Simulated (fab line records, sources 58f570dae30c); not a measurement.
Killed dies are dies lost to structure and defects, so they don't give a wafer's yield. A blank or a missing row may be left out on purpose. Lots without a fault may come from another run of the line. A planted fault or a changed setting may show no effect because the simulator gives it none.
Chamber matching | flow berkeley_cmos170 | UCB170_V2_CVD_00 on pecvd-01: 3 sister chambers
The step deposits SiO2 from TEOS/O2, target thk 2000 nm, time 250 s. 6 wafers are shown with their chamber, then 7 later ones without.

WAFERS WITH THEIR CHAMBER
wafer  | chamber | heater_power_w (W)
L990.2 | 0       | 264
L990.4 | 0       | 335
L997.4 | 1       | 166
L997.5 | 2       | 177
L100.2 | 1       | 191
L100.4 | 2       | 178

WAFERS WITHOUT THEIR CHAMBER
wafer  | heater_power_w (W)
L100.5 | 246
L103.3 | 353
L103.4 | 168
L103.5 | 177
L102.1 | 312
L102.3 | 237
L102.4 | 180

WHICH CHAMBER EACH WENT THROUGH
wafer  | from the rows above          | in truth
L100.5 | can't be placed: 0 or 1 or 2 | 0
L103.3 | 0                            | 0
L103.4 | can't be placed: 2 or 1      | 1
L103.5 | can't be placed: 2 or 1      | 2
L102.1 | 0                            | 0
L102.3 | can't be placed: 1 or 2 or 0 | 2
L102.4 | can't be placed: 1 or 2      | 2
Placed correctly: 2 of 7. Can't be placed from these rows: 5 (the true chamber is among the candidates in 5). Placed wrongly: 0.
How it was worked out, from the rows above alone: a wafer's distance from a chamber is the root of the sum, over the readings, of the square of ((its reading less the chamber's mean) divided by the reading's scatter). The wafer belongs to the nearest chamber; if the next one is less than 2 further off, it can't be placed. A chamber's mean is the mean of its shown wafers. The scatter: the root of (the sum of the squares of (reading less its chamber's mean) over the shown wafers, divided by (wafers less chambers)).
